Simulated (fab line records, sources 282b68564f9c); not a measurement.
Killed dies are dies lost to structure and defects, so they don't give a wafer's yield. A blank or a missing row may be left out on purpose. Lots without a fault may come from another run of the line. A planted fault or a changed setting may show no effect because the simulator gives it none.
fab line records | flow rit_cmos
record lots=6 wafers=18 last_day=7
route steps=202 shown NLDD@104 PLDD@114 M1@202
lots that met no fault: from a run of the same line without faults
start_h: hours from the record's first day to the start of the lot's first wafer shown | wait_h: hours since the lot's step before | " the same as in the row above | L1.1+2: a row that stands for several wafers | - no value, or no start given | * or withheld: withheld | < > ~ a bound
route shown NAME@n: a module of which the file shows steps, and the number in the route of the first | usual: mean/standard deviation of fault-free wafers | same: alike in all rows | chamber/n: place in a boat | sites: the reading at each site | _std_site: their standard deviation | _edge_site: outer sites' mean less inner sites' | radius_mm: how far each site lies from the wafer's centre | mask NAME#n: copy n | behind: the tool/chamber that last shaped the wafer | hold: why the lot was held/for how many hours/how that ended | device: the transistor (n, p or np) that didn't switch | end of line: the same wafers' tests at the end of the route | a step without rows: its recipe alone | killed: dies lost to structure and defects at the first sort, not the wafer's yield | map: a wafer's dies, x killed, . not, _ none there
set.NAME: the setting as run; set.NAME@STEP: as run at that earlier step | model.NAME: the simulator's own value behind a step, which no gauge read
lots at some steps of the route; a table a step, a row a wafer
services: from which hour (start_h, from the record's first day; less than 0 if before it) a tool's chamber was out of use, for how many hours, and why
## steps
# step RIT_NLDD_COAT_01
# recipe resist=NOVOLAK spin_rpm=3250 resist_thk_nm=1000
# step RIT_NLDD_SOFTBAKE_02
# recipe resist=NOVOLAK temp_c=90 time_s=62.36
# usual heater_power_total_W=34.55/0.048 plate_sensor_t_centre_C=90.968/0.0099 plate_sensor_t_edge_C=91.021/0.0097
# columns lot.wafer tool chamber start_h wait_h heater_power_total_W plate_sensor_t_centre_C plate_sensor_t_edge_C
L806.2 litho_track-01 0 41.84 0.1 34.52 90.965 91.030
L806.3 " 0 " " 34.55 90.946 91.023
L806.6 " 0 " " 34.59 90.977 91.028
L810.1 litho_track-03 0 61.52 0.1 34.52 90.957 91.020
L810.3 " 0 " " 34.60 90.949 91.020
L810.4 " 0 " " 34.58 90.961 91.011
L816.4 litho_track-03 0 93.78 0.1 34.56 90.965 91.002
L816.5 " 0 " " 34.49 90.971 91.007
L816.6 " 0 " " 34.52 90.976 91.018
L817.1 litho_track-04 0 98.61 0.1 34.59 90.973 91.030
L817.5 " 0 " " 34.48 90.960 91.016
L817.6 " 0 " " 34.60 90.951 91.004
L828.2 litho_track-04 0 150.32 0.1 34.56 90.972 91.018
L828.3 " 0 " " 34.59 90.969 91.027
L828.5 " 0 " " 34.47 90.958 91.021
L829.1 litho_track-03 0 155.25 0.1 34.65 90.959 91.028
L829.3 " 0 " " 34.55 90.986 91.018
L829.5 " 0 " " 34.49 90.957 91.021
# step RIT_NLDD_EXPOSE_03
# recipe mask_id=M7 na=0.57 target_cd_nm=40700 dose_mj=250
# step RIT_NLDD_PEB_04
# recipe resist=NOVOLAK temp_c=withheld time_s=withheld
# step RIT_NLDD_DEVELOP_05
# recipe resist=NOVOLAK develop_time_s=50 dev_temp_c=23
# step RIT_NLDD_OVL_MEAS_06
# usual NLDD_OVL=0.1/1.3
# columns lot.wafer tool chamber start_h wait_h NLDD_OVL[nm]
L806.2 overlay-01 - 42.49 - -0.8
L806.3 " - " " 2.8
L806.6 " - " " 0.4
L810.1 overlay-02 - 62.07 - -1.7
L810.3 " - " " 1.3
L810.4 " - " " -1.0
L816.4 overlay-01 - 94.40 - 2.6
L816.5 " - " " 1.3
L816.6 " - " " 3.2
L817.1 overlay-02 - 99.40 - 1.6
L817.5 " - " " 0.8
L817.6 " - " " 1.6
L828.2 overlay-02 - 150.85 - -1.4
L828.3 " - " " -0.6
L828.5 " - " " 0.1
L829.1 overlay-02 - 155.92 - -1.6
L829.3 " - " " -0.2
L829.5 " - " " -1.3
# step RIT_NLDD_HARDBAKE_07
# recipe resist=NOVOLAK temp_c=140 time_s=60
# step RIT_NLDD_IMPLANT_08
# recipe species=P energy_kev=20 dose_cm2=5e+14 tilt_deg=7
# step RIT_NLDD_STRIP_09
# recipe chemistry=O2 time_s=180 resist=NOVOLAK platen_temp_c=withheld power_w=500 pressure_mtorr=4000 o2_flow_sccm=4000
# usual drypump_motor_current_A=5.5/0.49
# columns lot.wafer tool chamber start_h wait_h drypump_motor_current_A rf_hours_counter_h
L806.2 plasma_asher-01 1 42.82 0.1 4.8 41
L806.3 " 0 " " 6.2 -
L806.6 " 1 " " 4.8 -
L810.1 plasma_asher-02 1 62.40 0.1 5.4 41
L810.3 " 0 " " 5.7 -
L810.4 " 1 " " 5.4 -
L816.4 plasma_asher-02 0 94.78 0.1 5.7 -
L816.5 " 0 " " 5.8 -
L816.6 " 1 " " 5.4 -
L817.1 plasma_asher-01 0 99.83 0.1 6.2 46
L817.5 " 0 " " 6.2 -
L817.6 " 1 " " 4.8 -
L828.2 plasma_asher-01 1 151.18 0.1 4.8 52
L828.3 " 0 " " 6.1 -
L828.5 " 1 " " 4.8 -
L829.1 plasma_asher-02 0 156.26 0.1 5.7 4
L829.3 " 0 " " 5.7 -
L829.5 " 1 " " 5.4 -
# step RIT_NLDD_TW_MEAS_10
# usual NLDD_TW=2501/43
# columns lot.wafer tool chamber start_h wait_h NLDD_TW
L806.2 film_metro-01 - 43.01 0.1 2444
L806.3 " - " " 2449
L806.6 " - " " 2449
L810.1 film_metro-01 - 62.58 0.1 2470
L810.3 " - " " 2461
L810.4 " - " " 2464
L816.4 film_metro-01 - 94.92 0.1 2462
L816.5 " - " " 2463
L816.6 " - " " 2467
L817.1 film_metro-02 - 100.00 0.1 2503
L817.5 " - " " 2511
L817.6 " - " " 2504
L828.2 film_metro-01 - 151.36 0.1 2460
L828.3 " - " " 2462
L828.5 " - " " 2455
L829.1 film_metro-01 - 156.43 0.1 2469
L829.3 " - " " 2465
L829.5 " - " " 2455
# step RIT_PLDD_HMDS_00
# recipe prime_time_s=60 prime_temp_c=140
# step RIT_PLDD_COAT_01
# recipe resist=NOVOLAK spin_rpm=3250 resist_thk_nm=1000
# step RIT_PLDD_SOFTBAKE_02
# recipe resist=NOVOLAK temp_c=90 time_s=60
# usual heater_power_total_W=34.56/0.052 plate_temp_C=89.98/0.12
# columns lot.wafer tool chamber start_h wait_h heater_power_total_W plate_temp_C
L806.2 litho_track-04 0 43.38 0.1 34.50 89.96
L806.3 " 0 " " 34.51 89.88
L806.6 " 0 " " 34.56 89.85
L810.1 litho_track-03 0 62.94 0.1 34.51 89.85
L810.3 " 0 " " 34.56 89.89
L810.4 " 0 " " 34.54 89.97
L816.4 litho_track-04 0 95.33 0.1 34.02 88.96
L816.5 " 0 " " 34.05 88.92
L816.6 " 0 " " 34.19 89.02
L817.1 litho_track-04 0 100.36 0.1 34.11 88.94
L817.5 " 0 " " 34.09 88.98
L817.6 " 0 " " 34.02 89.00
L828.2 litho_track-03 0 151.74 0.1 34.55 90.09
L828.3 " 0 " " 34.63 90.06
L828.5 " 0 " " 34.60 90.01
L829.1 litho_track-02 0 156.79 0.1 34.61 90.13
L829.3 " 0 " " 34.51 90.07
L829.5 " 0 " " 34.58 90.29
# step RIT_PLDD_EXPOSE_03
# recipe mask_id=M8 na=0.57 target_cd_nm=40900 dose_mj=250
# step RIT_M1_PROBE_99
# usual killed_at_contacts=0.0/0.22 killed_at_front_end=6.9/3 killed_dies=6.9/3 killed_on_rim=1.9/1.5 killed_open=3.5/2 killed_short=3.4/2.1
# same gross_dies=264 killed_at_M0_to_M3=0 killed_at_M4_up=0 killed_at_back_side=0 killed_at_other=0
# columns lot.wafer tool chamber start_h wait_h killed_at_contacts killed_at_front_end killed_dies killed_on_rim killed_open killed_short
L806.2 prober-01 - 59.24 0.1 0 11 11 4 3 8
L806.3 prober-01 - 59.29 0.2 0 19 19 7 9 10
L806.6 prober-01 - 59.44 0.2 0 14 14 6 6 8
L810.1 prober-01 - 78.22 0.1 0 12 12 6 7 5
L810.3 prober-01 - 78.32 0.2 0 9 9 1 5 4
L810.4 prober-01 - 78.37 0.2 0 6 6 1 4 2
L816.4 prober-01 - 110.63 0.2 1 13 14 2 8 6
L816.5 prober-01 - 110.68 0.2 0 6 6 2 4 2
L816.6 prober-01 - 110.73 0.2 0 8 8 2 3 5
L817.1 prober-02 - 115.82 0.1 0 1 1 1 1 0
L817.5 prober-02 - 116.02 0.2 0 7 7 1 5 2
L817.6 prober-02 - 116.07 0.2 0 7 7 2 4 3
L828.2 prober-01 - 166.62 0.1 0 7 7 2 5 2
L828.3 prober-01 - 166.67 0.2 0 9 9 4 5 4
L828.5 prober-01 - 166.77 0.2 0 3 3 1 2 1
L829.1 prober-02 - 171.55 0.1 0 5 5 2 1 4
L829.3 prober-02 - 171.65 0.2 0 11 11 2 8 3
L829.5 prober-02 - 171.75 0.2 0 6 6 1 4 2
# killed by level:class
L806.2 GATE:geometric_particle:short=5 FOX2:geometric_particle:short=2 GATE:geometric_particle:open=2 FOX1:geometric_particle:short=1 SPACER:geometric_particle:open=1
L806.3 GATE:geometric_particle:open=5 FOX1:geometric_particle:short=4 GATE:geometric_particle:short=4 FOX1:geometric_particle:open=1 FOX2:geometric_particle:short=1 FOX2:geometric_particle:open=1 REOX:geometric_particle:open=1 SPACER:geometric_particle:short=1
L806.6 SPACER:geometric_particle:short=4 GATE:geometric_particle:short=3 FOX1:geometric_particle:open=2 GATE:geometric_particle:open=2 FOX1:geometric_particle:short=1 REOX:geometric_particle:open=1 SPACER:geometric_particle:open=1
L810.1 GATE:geometric_particle:open=4 GATE:geometric_particle:short=2 SPACER:geometric_particle:open=2 FOX1:geometric_particle:short=1 FOX1:geometric_particle:open=1 FOX2:geometric_particle:short=1 REOX:geometric_particle:short=1
L810.3 SPACER:geometric_particle:open=4 GATE:geometric_particle:short=2 FOX2:geometric_particle:short=1 GATE:geometric_particle:open=1 SILICIDE:geometric_particle:short=1
L810.4 FOX1:geometric_particle:open=1 FOX2:geometric_particle:open=1 GATE:geometric_particle:open=1 SPACER:geometric_particle:open=1 SPACER:geometric_particle:short=1 SILICIDE:geometric_particle:short=1
L816.4 SILICIDE:geometric_particle:open=4 FOX1:geometric_particle:short=3 GATE:geometric_particle:open=2 FOX1:geometric_particle:open=1 REOX:geometric_particle:short=1 SPACER:geometric_particle:open=1 SILICIDE:geometric_particle:short=1 CONTACT:geometric_particle:short=1
L816.5 GATE:geometric_particle:open=3 FOX1:geometric_particle:open=1 GATE:geometric_particle:short=1 SILICIDE:geometric_particle:short=1
L816.6 GATE:geometric_particle:open=2 FOX1:geometric_particle:short=1 FOX1:geometric_particle:open=1 GATE:geometric_particle:short=1 REOX:geometric_particle:short=1 SPACER:geometric_particle:short=1 SILICIDE:geometric_particle:short=1
L817.1 GATE:geometric_particle:open=1
L817.5 GATE:geometric_particle:open=3 FOX1:geometric_particle:open=1 GATE:geometric_particle:short=1 REOX:geometric_particle:short=1 SPACER:geometric_particle:open=1
L817.6 GATE:geometric_particle:short=2 SPACER:geometric_particle:open=2 FOX1:geometric_particle:open=1 GATE:geometric_particle:open=1 SILICIDE:geometric_particle:short=1
L828.2 GATE:geometric_particle:open=2 SILICIDE:geometric_particle:open=2 FOX1:geometric_particle:open=1 FOX2:geometric_particle:short=1 SILICIDE:geometric_particle:short=1
L828.3 FOX1:geometric_particle:short=3 FOX1:geometric_particle:open=2 FOX2:geometric_particle:open=1 GATE:geometric_particle:short=1 SPACER:geometric_particle:open=1 STARTING-WAFER:geometric_particle:open=1
L828.5 FOX2:geometric_particle:open=1 SPACER:geometric_particle:open=1 SPACER:geometric_particle:short=1
L829.1 GATE:geometric_particle:short=3 FOX1:geometric_particle:short=1 FOX2:geometric_particle:open=1
L829.3 FOX1:geometric_particle:open=3 GATE:geometric_particle:open=3 GATE:geometric_particle:short=2 REOX:geometric_particle:open=2 FOX2:geometric_particle:short=1
L829.5 SPACER:geometric_particle:open=2 FOX1:geometric_particle:short=1 FOX1:geometric_particle:open=1 GATE:geometric_particle:short=1 GATE:geometric_particle:open=1
## services
# columns tool chamber start_h hours kind
plasma_asher-02 - 70.02 8.1 repair
plasma_asher-01 - 74.99 3.2 repair
plasma_asher-01 - 90.39 5.1 repair
plasma_asher-02 - 108.75 9.0 pm
plasma_asher-02 0 108.75 9.0 vent_cycle
plasma_asher-02 1 108.75 9.0 vent_cycle
plasma_asher-01 - 115.79 4.3 repair
plasma_asher-02 0 117.75 - clean
plasma_asher-02 1 117.75 - clean
## key
first_sign step=RIT_PLDD_SOFTBAKE_02 reading=heater_power_total_W direction=down sigmas=9.3 usual=34.56 struck=34.08
effect step=RIT_PLDD_SOFTBAKE_02 reading=plate_temp_C direction=down sigmas=8.6 usual=* struck=*
met_at RIT_PLDD_SOFTBAKE_02
struck_wafers L816.4,L816.5,L816.6,L817.1,L817.5,L817.6
tester_left_out L816,L817
onset_between 43.38 95.33
fault kind=process_parameter_drift tool=litho_track-04 chamber=- onset_h=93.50 steps=RIT_PLDD_SOFTBAKE_02 channel=temp_c offset=* shape=step end_h=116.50 acts_in=* stated=*
# tester_left_out: of these lots the tester's yield and bins aren't shown, on N5 and GAA mostly nor the transistor test; their killed dies are dies lost to structure and defects alone, not to doping, threshold or leakage, so they don't give the yield
